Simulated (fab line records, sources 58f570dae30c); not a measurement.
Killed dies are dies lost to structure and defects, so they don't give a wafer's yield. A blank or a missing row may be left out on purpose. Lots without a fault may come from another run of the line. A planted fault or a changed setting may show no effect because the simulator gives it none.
fab line records | flow berkeley_cmos170 | part 2 of 2: steps 27 to 37 of 37
record lots=5 wafers=15 last_day=13
route steps=331 shown FIELD@96 SACOX@97 SCREENOX@100 NVT@104 PVT@115 GATE@125
lots that met no fault: from a run of the same line without faults
start_h: hours from the record's first day to the start of the lot's first wafer shown | wait_h: hours since the lot's step before | " the same as in the row above | L1.1+2: a row that stands for several wafers | - no value, or no start given | * or withheld: withheld | < > ~ a bound
route shown NAME@n: a module of which the file shows steps, and the number in the route of the first | usual: mean/standard deviation of fault-free wafers | same: alike in all rows | chamber/n: place in a boat | sites: the reading at each site | _std_site: their standard deviation | _edge_site: outer sites' mean less inner sites' | radius_mm: how far each site lies from the wafer's centre | mask NAME#n: copy n | behind: the tool/chamber that last shaped the wafer | hold: why the lot was held/for how many hours/how that ended | device: the transistor (n, p or np) that didn't switch | end of line: the same wafers' tests at the end of the route | a step without rows: its recipe alone | killed: dies lost to structure and defects at the first sort, not the wafer's yield | map: a wafer's dies, x killed, . not, _ none there
set.NAME: the setting as run; set.NAME@STEP: as run at that earlier step | model.NAME: the simulator's own value behind a step, which no gauge read
lots at some steps of the route; a table a step, a row a wafer
services: from which hour (start_h, from the record's first day; less than 0 if before it) a tool's chamber was out of use, for how many hours, and why
## steps
# step UCB170_PVT_IMPLANT_07
# recipe species=P dose_cm2=2.033e+12 energy_kev=30 tilt_deg=7
# usual beam_on_s=10.02/0.24
# columns lot.wafer tool chamber start_h wait_h beam_on_s
L080.3 implanter-01 0 191.72 0.1 9.88
L080.4 " 0 " " 9.96
L080.6 " 0 " " 9.95
L078.2 implanter-03 0 191.98 0.0 9.87
L078.3 " 0 " " 10.29
L078.6 " 0 " " 9.87
L082.1 implanter-03 0 211.06 0.0 10.18
L082.3 " 0 " " 10.12
L082.6 " 0 " " 10.07
L092.1 implanter-01 0 232.36 0.0 10.06
L092.4 " 0 " " 9.92
L092.5 " 0 " " 9.85
L095.3 implanter-03 0 249.20 0.1 10.41
L095.4 " 0 " " 9.97
L095.6 " 0 " " 10.47
# step UCB170_PVT_STRIP_08
# recipe chemistry=O2 power_w=400 pressure_mtorr=3500 platen_temp_c=withheld o2_flow_sccm=400 overash_fraction=0.5
# usual drypump_motor_current_A=6.2/0.6 oes_product_au=0.734/0.0047 strip_time_to_endpoint_s=21.61/0.059
# columns lot.wafer tool chamber start_h wait_h drypump_motor_current_A oes_product_au rf_hours_counter_h strip_time_to_endpoint_s
L080.3 plasma_asher-03 0 191.86 0.1 6.0 0.735 - 21.55
L080.4 " 1 " " 6.8 0.735 - 21.51
L080.6 " 0 " " 6.0 0.736 - 21.47
L078.2 plasma_asher-04 1 192.11 0.1 5.3 0.738 7 21.64
L078.3 " 1 " " 5.4 0.728 - 21.64
L078.6 " 1 " " 5.4 0.736 - 21.61
L082.1 plasma_asher-04 0 211.21 0.1 6.6 0.737 9 21.54
L082.3 " 0 " " 6.6 0.729 - 21.52
L082.6 " 1 " " 5.4 0.732 - 21.54
L092.1 plasma_asher-04 0 232.51 0.1 6.6 0.727 11 21.57
L092.4 " 1 " " 5.3 0.733 - 21.70
L092.5 " 0 " " 6.6 0.737 - 21.57
L095.3 plasma_asher-04 1 249.33 0.1 5.3 0.739 - 21.68
L095.4 " 0 " " 6.6 0.737 - 21.69
L095.6 " 0 " " 6.6 0.737 - 21.71
# step UCB170_PVT_TW_MEAS_09
# usual PVT_TW=512/3.3
# columns lot.wafer tool chamber start_h wait_h PVT_TW
L080.3 film_metro-02 - 191.94 0.1 513
L080.4 " - " " 512
L080.6 " - " " 514
L078.2 film_metro-02 - 192.22 0.1 517
L078.3 " - " " 512
L078.6 " - " " 515
L082.1 film_metro-01 - 211.33 0.1 511
L082.3 " - " " 513
L082.6 " - " " 510
L092.1 film_metro-02 - 232.61 0.1 515
L092.4 " - " " 518
L092.5 " - " " 517
L095.3 film_metro-01 - 249.42 0.1 512
L095.4 " - " " 511
L095.6 " - " " 512
# step UCB170_GATE_WET_ETCH_00
# recipe chemistry=dHF dilution=25:1 target=SiO2 temp_c=25 time_s=200
# usual bath_heat_duty_pct=6.3/0.95 temp_c=25.01/0.11
# columns lot.wafer tool chamber start_h wait_h bath_heat_duty_pct temp_c
L080.3 wet_bench-03 2 191.98 0.0 5.2 24.90
L080.4 " 2 " " 6.0 24.88
L080.6 " 2 " " 6.8 24.96
L078.2 wet_bench-04 1 192.27 0.0 7.6 25.07
L078.3 " 1 " " 7.5 25.00
L078.6 " 1 " " 7.7 25.27
L082.1 wet_bench-01 2 211.39 0.1 6.0 25.09
L082.3 " 2 " " 7.2 24.79
L082.6 " 2 " " 7.5 25.09
L092.1 wet_bench-04 3 232.72 0.1 5.5 24.94
L092.4 " 3 " " 5.1 24.97
L092.5 " 3 " " 5.9 24.92
L095.3 wet_bench-01 1 249.46 0.0 7.5 24.90
L095.4 " 1 " " 7.1 24.79
L095.6 " 1 " " 7.4 24.83
# step UCB170_FIELD_THK_MEAS_91
# recipe reads=SiO2_of_FIELD_OXIDATION_01
# usual FIELD_OXIDE_LEFT_2_THK=348/11
# columns lot.wafer tool chamber start_h wait_h FIELD_OXIDE_LEFT_2_THK[nm]
L080.3 film_metro-01 - 192.07 0.0 355
L080.4 " - " " 358
L080.6 " - " " 358
L078.2 film_metro-01 - 192.35 0.0 324
L078.3 " - " " 333
L078.6 " - " " 343
L082.1 film_metro-04 - 211.46 0.0 332
L082.3 " - " " 330
L082.6 " - " " 331
L092.1 film_metro-01 - 232.79 0.0 364
L092.4 " - " " 361
L092.5 " - " " 352
L095.3 film_metro-04 - 249.54 0.0 353
L095.4 " - " " 353
L095.6 " - " " 351
# step UCB170_GATE_OXIDATION_01
# recipe temp_c=850 ambient=O2 target_thk_a=66 ox_time_s=1800
# columns lot.wafer tool chamber start_h wait_h
L078.2+3+6 furnace-04 0 201.06 8.7
L080.3+4+6 furnace-04 0 201.06 9.0
L082.1+3+6 furnace-04 0 216.41 4.9
L092.1+4+5 furnace-01 0 237.72 4.9
L095.3+4+6 furnace-02 0 254.04 4.5
# step UCB170_GATE_THK_MEAS_02
# recipe reads=SiO2_of_GATE_OXIDATION_01
# usual GATE_OXIDE_THK=6.58/0.13
# columns lot.wafer tool chamber start_h wait_h GATE_OXIDE_THK[nm]
L078.2 film_metro-03 - 202.57 0.0 6.72
L078.3 " - " " 6.61
L078.6 " - " " 6.72
L080.3 film_metro-04 - 202.58 0.0 6.40
L080.4 " - " " 6.49
L080.6 " - " " 6.55
L082.1 film_metro-04 - 217.91 0.0 6.57
L082.3 " - " " 6.46
L082.6 " - " " 6.58
L092.1 film_metro-02 - 239.22 0.0 6.66
L092.4 " - " " 6.72
L092.5 " - " " 6.74
L095.3 film_metro-03 - 255.56 0.0 6.55
L095.4 " - " " 6.64
L095.6 " - " " 6.53
# step UCB170_GATE_ANNEAL_03
# recipe temp_c=900 time_s=1800 ambient=N2
# columns lot.wafer tool chamber start_h wait_h
L078.2+3+6 furnace-04 0 207.90 5.3
L080.3+4+6 furnace-04 0 207.90 5.3
L082.1+3+6 furnace-01 0 222.57 4.6
L092.1+4+5 furnace-04 0 243.70 4.5
L095.3+4+6 furnace-04 0 258.73 3.2
# step UCB170_GATE_CVD_04
# recipe material=poly-Si temp_c=610 precursor=SiH4 time_s=1440 pressure_mtorr=375 target_thk_nm=214 sih4_flow_sccm=120
# usual sih4_flow_sccm=120.1/0.39
# columns lot.wafer tool chamber start_h wait_h sih4_flow_sccm
L078.2 lpcvd-01 0 209.81 0.4 120.9
L078.3 " 0 " " 120.4
L078.6 " 0 " " 120.8
L080.3 lpcvd-01 0 209.81 0.4 120.1
L080.4 " 0 " " 119.9
L080.6 " 0 " " 119.6
L082.1 lpcvd-02 0 224.07 0.0 120.8
L082.3 " 0 " " 119.7
L082.6 " 0 " " 120.0
L092.1 lpcvd-01 0 245.20 0.0 119.8
L092.4 " 0 " " 120.6
L092.5 " 0 " " 120.3
L095.3 lpcvd-01 0 262.83 2.6 119.9
L095.4 " 0 " " 120.1
L095.6 " 0 " " 120.2
# step UCB170_GATE_THK_MEAS_05
# recipe reads=poly-Si_of_GATE_CVD_04
# usual GATE_POLY_THK=213.1/1.9
# columns lot.wafer tool chamber start_h wait_h GATE_POLY_THK[nm]
L078.2 film_metro-02 - 211.22 0.0 211.3
L078.3 " - " " 210.2
L078.6 " - " " 211.6
L080.3 film_metro-03 - 211.23 0.0 214.9
L080.4 " - " " 215.0
L080.6 " - " " 215.0
L082.1 film_metro-04 - 225.47 0.0 211.8
L082.3 " - " " 211.3
L082.6 " - " " 213.0
L092.1 film_metro-02 - 246.60 0.0 212.2
L092.4 " - " " 213.2
L092.5 " - " " 214.8
L095.3 film_metro-03 - 264.95 0.0 214.7
L095.4 " - " " 215.5
L095.6 " - " " 214.2
# step UCB170_GATE_COAT_06
# recipe resist=BARC temp_c=withheld time_s=withheld spin_rpm=3000 resist_thk_nm=withheld
# usual resist_line_temp_C=*
# columns lot.wafer tool chamber start_h wait_h resist_line_temp_C
L080.3 litho_track-02 0 211.48 0.2 *
L080.4 " 0 " " *
L080.6 " 0 " " *
L078.2 litho_track-01 0 211.70 0.5 *
L078.3 " 0 " " *
L078.6 " 0 " " *
L082.1 litho_track-01 0 225.60 0.1 *
L082.3 " 0 " " *
L082.6 " 0 " " *
L092.1 litho_track-03 0 246.66 0.1 *
L092.4 " 0 " " *
L092.5 " 0 " " *
L095.3 litho_track-03 0 265.49 0.5 *
L095.4 " 0 " " *
L095.6 " 0 " " *
## services
# columns tool chamber start_h hours kind
krf_scanner-01 - 143.34 0.8 pm
plasma_asher-02 - 153.13 9.3 repair
plasma_asher-04 - 160.89 0.6 repair
wet_bench-02 - 164.24 1.2 repair
krf_scanner-01 - 198.67 1.3 pm
krf_scanner-02 - 207.66 3.4 repair
implanter-03 - 220.94 5.1 pm
implanter-03 - 228.13 2.7 repair
krf_scanner-01 - 229.68 1.0 pm
krf_scanner-02 - 231.29 1.6 repair
implanter-03 - 235.78 2.2 repair
lpcvd-01 - 240.97 0.7 repair
krf_scanner-02 - 254.92 0.8 pm
furnace-02 - 258.29 2.6 pm
plasma_asher-04 - 260.18 1.7 repair
